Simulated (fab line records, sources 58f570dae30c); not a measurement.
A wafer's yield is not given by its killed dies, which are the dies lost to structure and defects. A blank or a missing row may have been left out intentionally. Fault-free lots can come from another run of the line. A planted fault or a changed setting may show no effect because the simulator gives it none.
Which tool was responsible? | flow berkeleyCmos170 | 14 lots, 42 wafers sampled, at 2 steps of a route of 331

== WHAT EACH GAUGE READ, for each wafer ==
UCB170_PFIELD_TW_MEAS_09. Usual: PFIELD_TW gives 605 (standard deviation 7.2).
lot  | measured     | on           | PFIELD_TW   | flag
L984 | day 5 11:19  | filmMetro-02 | 602 599 603 | 
L982 | day 5 11:31  | filmMetro-03 | 611 615 615 | 
L985 | day 5 17:55  | filmMetro-03 | 613 615 613 | 
L991 | day 6 23:43  | filmMetro-03 | 615 613 613 | 
L992 | day 7 06:44  | filmMetro-02 | 601 603 604 | 
L995 | day 7 15:01  | filmMetro-03 | 609 614 609 | 
L997 | day 8 07:38  | filmMetro-02 | 596 595 594 | 
L998 | day 8 11:33  | filmMetro-02 | 597 599 597 | 
L999 | day 8 12:31  | filmMetro-03 | 611 614 610 | 
L100 | day 9 04:18  | filmMetro-01 | 592 596 594 | 
L101 | day 9 10:55  | filmMetro-02 | 598 601 596 | 
L102 | day 9 17:24  | filmMetro-03 | 613 615 613 | 
L103 | day 9 18:58  | filmMetro-03 | 614 611 612 | 
L104 | day 10 06:16 | filmMetro-01 | 597 599 597 | 

UCB170_FIELD_THK_MEAS_90. Usual: FIELD_OXIDE_LEFT_1_THK gives 439 nm (standard deviation 9.4).
lot  | measured     | on           | FIELD_OXIDE_LEFT_1_THK (nm) | flag
L984 | day 6 02:05  | filmMetro-03 | 438 433 430                 | 
L982 | day 6 07:26  | filmMetro-03 | 446 450 440                 | 
L985 | day 6 07:27  | filmMetro-04 | 440 436 441                 | 
L991 | day 7 19:53  | filmMetro-03 | 440 443 451                 | 
L992 | day 8 03:58  | filmMetro-04 | 448 437 435                 | 
L995 | day 8 08:22  | filmMetro-02 | 431 443 444                 | 
L997 | day 9 03:35  | filmMetro-04 | 430 428 439                 | 
L998 | day 9 03:36  | filmMetro-03 | 422 425 432                 | 
L999 | day 9 03:36  | filmMetro-02 | 420 425 417                 | 
L100 | day 9 22:58  | filmMetro-02 | 435 442 450                 | 
L101 | day 10 07:29 | filmMetro-02 | 427 421 436                 | 
L102 | day 10 12:35 | filmMetro-04 | 448 440 448                 | 
L103 | day 10 12:35 | filmMetro-02 | 457 446 446                 | 
L104 | day 11 01:05 | filmMetro-03 | 434 444 440                 | 

== EACH LOT AND THE TOOL THAT RAN IT (in order: tool; ch and the chambers of the sampled wafers; start) ==
The record shows no process step preceding these readings.

== WHAT THE TOOLS THEMSELVES READ (means of the sampled wafers that have a number; where no wafer has one, the mark that the record gives instead) ==
The record holds no such reading with a usual standard deviation.

== THE ANSWER, worked out from the rows above alone ==
Rule: a lot counts as off when the mean over its wafers that have a number is more than 3 standard deviations away from the usual mean. Also off: a lot with no number at a reading for which 4 or more lots have one. Any other lot the step has rows for is counted as sound. The gauges are gone through in route order, then the tools' own readings, and for those a lot's mean is taken as printed above. At the first step where some lot is off, the reading lying furthest off is the one used; lots without a number count as furthest.
No lot is off at any reading shown: from this, nothing can be told.

== WHAT WAS PUT IN BY THE SIMULATOR ==
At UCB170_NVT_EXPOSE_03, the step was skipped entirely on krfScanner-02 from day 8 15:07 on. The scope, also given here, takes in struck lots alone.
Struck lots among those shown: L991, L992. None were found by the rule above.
